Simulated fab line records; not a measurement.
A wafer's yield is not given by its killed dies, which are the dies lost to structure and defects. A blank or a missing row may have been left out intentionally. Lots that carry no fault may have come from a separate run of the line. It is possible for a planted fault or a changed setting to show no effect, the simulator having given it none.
Which tool is to blame? | flow rit-cmos | 14 lots with 42 wafers sampled at 5 steps, on a route of 202 steps

== WHAT EACH GAUGE READ, for each wafer ==
RIT_GATE_THK_MEAS_09. Usual: GATE_POLY_THK 249.6 nm, standard deviation 2.2.
lot  | measured    | on            | GATE_POLY_THK (nm) | flag
L734 | day 2 20:41 | film-metro-03 | 252.0 249.6 251.1  |
L735 | day 3 02:17 | film-metro-03 | 250.0 250.7 248.2  |
L736 | day 3 08:05 | film-metro-02 | 248.1 246.4 246.6  |
L737 | day 3 15:59 | film-metro-01 | 246.4 248.5 249.7  |
L738 | day 3 18:29 | film-metro-01 | 243.8 247.8 246.4  |
L739 | day 3 22:04 | film-metro-03 | 245.8 245.1 247.4  |
L742 | day 4 13:37 | film-metro-03 | 245.2 246.2 245.8  |
L743 | day 4 19:02 | film-metro-01 | 252.9 252.2 252.4  |
L744 | day 4 23:49 | film-metro-03 | 251.0 251.7 251.9  |
L745 | day 5 09:05 | film-metro-02 | 263.8 264.8 263.0  | OFF
L747 | day 5 13:54 | film-metro-01 | 262.5 261.7 260.1  | OFF
L750 | day 6 05:34 | film-metro-03 | 252.0 251.5 251.2  |
L752 | day 6 16:11 | film-metro-03 | 248.7 251.8 250.5  |
L754 | day 7 02:20 | film-metro-01 | 249.2 250.4 249.0  |

RIT_CONTACT_CD_MEAS_08: the cd target is 1000 nm. Usual: cd-nm at 1000.0 nm, with a standard deviation of 2.4.
lot  | measured    | on        | cd-nm (nm)           | flag
L734 | day 3 14:17 | cd-sem-01 | 999.6 1002.4 1001.1  |
L735 | day 3 19:16 | cd-sem-01 | 997.1 995.5 995.3    |
L736 | day 4 01:23 | cd-sem-01 | 999.0 998.5 1000.5   |
L737 | day 4 08:32 | cd-sem-01 | 998.9 1002.2 1001.0  |
L738 | day 4 10:32 | cd-sem-01 | 999.3 999.0 999.5    |
L739 | day 4 15:17 | cd-sem-01 | 999.3 998.4 998.2    |
L742 | day 5 05:44 | cd-sem-01 | 1000.8 1004.4 1002.6 |
L743 | day 5 11:56 | cd-sem-01 | 1000.9 1004.3 1003.3 |
L744 | day 5 15:47 | cd-sem-01 | 1000.0 999.7 999.3   |
L745 | day 6 02:01 | cd-sem-01 | 1003.3 1002.8 1005.2 |
L747 | day 6 05:46 | cd-sem-01 | 997.0 997.9 998.1    |
L750 | day 6 22:52 | cd-sem-01 | 999.6 1000.7 999.9   |
L752 | day 7 08:40 | cd-sem-01 | 995.9 993.8 997.6    |
L754 | day 7 19:13 | cd-sem-02 | 998.9 998.9 997.7    |

== TOOL THAT RAN EACH LOT (tool first, then ch and the chambers of the sampled wafers, then the start) ==
lot  | RIT_NWELL_STRIP_09                  | RIT_GATE_CVD_08            | RIT_PLDD_STRIP_09
L734 | plasma-asher-01 ch 0,1, day 2 06:43 | lpcvd-01 ch 1, day 2 19:04 | plasma-asher-04 ch 0,1, day 3 05:29
L735 | plasma-asher-02 ch 0,1, day 2 11:48 | lpcvd-02 ch 0, day 3 00:41 | plasma-asher-04 ch 0,1, day 3 10:48
L736 | plasma-asher-02 ch 0,1, day 2 18:01 | lpcvd-02 ch 0, day 3 06:28 | plasma-asher-04 ch 0,1, day 3 16:47
L737 | plasma-asher-03 ch 0,1, day 2 23:11 | lpcvd-02 ch 0, day 3 14:22 | plasma-asher-04 ch 0,1, day 4 00:23
L738 | plasma-asher-02 ch 1, day 3 04:40   | lpcvd-01 ch 1, day 3 16:51 | plasma-asher-03 ch 0,1, day 4 02:05
L739 | plasma-asher-03 ch 0,1, day 3 07:41 | lpcvd-02 ch 1, day 3 20:26 | plasma-asher-02 ch 0,1, day 4 06:42
L742 | plasma-asher-03 ch 0, day 3 23:13   | lpcvd-02 ch 0, day 4 12:00 | plasma-asher-04 ch 0,1, day 4 21:14
L743 | plasma-asher-02 ch 0,1, day 4 05:04 | lpcvd-01 ch 0, day 4 17:24 | plasma-asher-03 ch 0,1, day 5 03:17
L744 | plasma-asher-03 ch 0,1, day 4 09:52 | lpcvd-01 ch 1, day 4 22:13 | plasma-asher-04 ch 0, day 5 07:11
L745 | plasma-asher-01 ch 0,1, day 4 17:49 | lpcvd-01 ch 0, day 5 07:26 | plasma-asher-02 ch 0,1, day 5 16:41
L747 | plasma-asher-02 ch 0,1, day 4 23:55 | lpcvd-01 ch 0, day 5 12:16 | plasma-asher-04 ch 0,1, day 5 21:35
L750 | plasma-asher-01 ch 0,1, day 5 14:56 | lpcvd-02 ch 1, day 6 03:56 | plasma-asher-03 ch 0,1, day 6 14:10
L752 | plasma-asher-02 ch 0,1, day 6 02:00 | lpcvd-02 ch 1, day 6 14:34 | plasma-asher-03 ch 0,1, day 7 00:04
L754 | plasma-asher-03 ch 0,1, day 6 12:30 | lpcvd-02 ch 0, day 7 00:43 | plasma-asher-03 ch 0,1, day 7 10:51
- RIT_NWELL_STRIP_09: strips in O2, time 180 s.
- RIT_GATE_CVD_08: deposits poly-Si from SiH4, target thk 250 nm, time 2220 s.
- RIT_PLDD_STRIP_09: strips in O2, time 180 s.

== WHAT THE TOOLS THEMSELVES READ (means of the sampled wafers that have a number; where no wafer has one, the mark that the record gives instead) ==
RIT_NWELL_STRIP_09. Usual: drypump-motor-current-A at 5.7 A, with a standard deviation of 0.37.
lot  | tool            | drypump-motor-current-A (A) | flag
L734 | plasma-asher-01 | 5.8                         |
L735 | plasma-asher-02 | 5.7                         |
L736 | plasma-asher-02 | 5.7                         |
L737 | plasma-asher-03 | 5.8                         |
L738 | plasma-asher-02 | 5.9                         |
L739 | plasma-asher-03 | 5.6                         |
L742 | plasma-asher-03 | 6.1                         |
L743 | plasma-asher-02 | 5.7                         |
L744 | plasma-asher-03 | 5.8                         |
L745 | plasma-asher-01 | 6.1                         |
L747 | plasma-asher-02 | 5.4                         |
L750 | plasma-asher-01 | 6.0                         |
L752 | plasma-asher-02 | 5.7                         |
L754 | plasma-asher-03 | 5.6                         |

RIT_GATE_CVD_08. Usual: zone-power-load-pct 12.2 %, standard deviation 0.36; zone-power-source-pct 11.7 %, standard deviation 0.72.
lot  | tool     | zone-power-load-pct (%) | zone-power-source-pct (%) | flag
L734 | lpcvd-01 | 12.6                    | 11.7                      |
L735 | lpcvd-02 | 11.8                    | 10.5                      |
L736 | lpcvd-02 | 11.8                    | 10.6                      |
L737 | lpcvd-02 | 11.9                    | 10.4                      |
L738 | lpcvd-01 | 12.7                    | 11.8                      |
L739 | lpcvd-02 | 12.2                    | 12.3                      |
L742 | lpcvd-02 | 11.8                    | 10.6                      |
L743 | lpcvd-01 | 11.9                    | 11.7                      |
L744 | lpcvd-01 | 12.6                    | 11.8                      |
L745 | lpcvd-01 | 11.9                    | 11.6                      |
L747 | lpcvd-01 | 11.9                    | 11.7                      |
L750 | lpcvd-02 | 12.2                    | 12.4                      |
L752 | lpcvd-02 | 12.3                    | 12.3                      |
L754 | lpcvd-02 | 11.7                    | 10.5                      |

RIT_PLDD_STRIP_09. Usual: drypump-motor-current-A at 5.65 A, with a standard deviation of 0.26.
lot  | tool            | drypump-motor-current-A (A) | flag
L734 | plasma-asher-04 | 5.61                        |
L735 | plasma-asher-04 | 5.61                        |
L736 | plasma-asher-04 | 5.64                        |
L737 | plasma-asher-04 | 5.61                        |
L738 | plasma-asher-03 | 5.83                        |
L739 | plasma-asher-02 | 5.68                        |
L742 | plasma-asher-04 | 5.61                        |
L743 | plasma-asher-03 | 5.64                        |
L744 | plasma-asher-04 | 5.55                        |
L745 | plasma-asher-02 | 5.40                        |
L747 | plasma-asher-04 | 5.60                        |
L750 | plasma-asher-03 | 5.84                        |
L752 | plasma-asher-03 | 5.63                        |
L754 | plasma-asher-03 | 5.63                        |

== THE ANSWER, worked out from the rows above alone ==
Rule: lot off if the mean of its wafers having a number is beyond 3 standard deviations from the usual mean. A lot without any number at a reading at which 4 lots or more have one is off too. Any other lot the step has rows for is counted as sound. The gauges are gone through in route order, then the tools' own readings, and for those a lot's mean is taken as printed above. At the first step where some lot is off, the reading lying furthest off is the one used; lots without a number count as furthest.
Off: L745, L747, at RIT_GATE_THK_MEAS_09 (GATE_POLY_THK).
If a tool, at a process step before that reading, ran all the lots that are off and no sound lot after the first of them, it fits. Gauges at RIT_GATE_THK_MEAS_09: tried the same way as those tools. One fits: lpcvd-01 at RIT_GATE_CVD_08. Its last sound lot is L744 (day 4 22:13), its first lot that is off L745 (day 5 07:26): a fault that began between those two fits.

== WHAT THE SIMULATOR HAD PUT IN ==
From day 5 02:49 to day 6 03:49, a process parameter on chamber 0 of lpcvd-01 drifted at RIT_GATE_CVD_08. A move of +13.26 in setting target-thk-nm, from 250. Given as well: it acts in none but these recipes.
Struck lots among those shown: L745, L747. This agrees with what the rule above found.
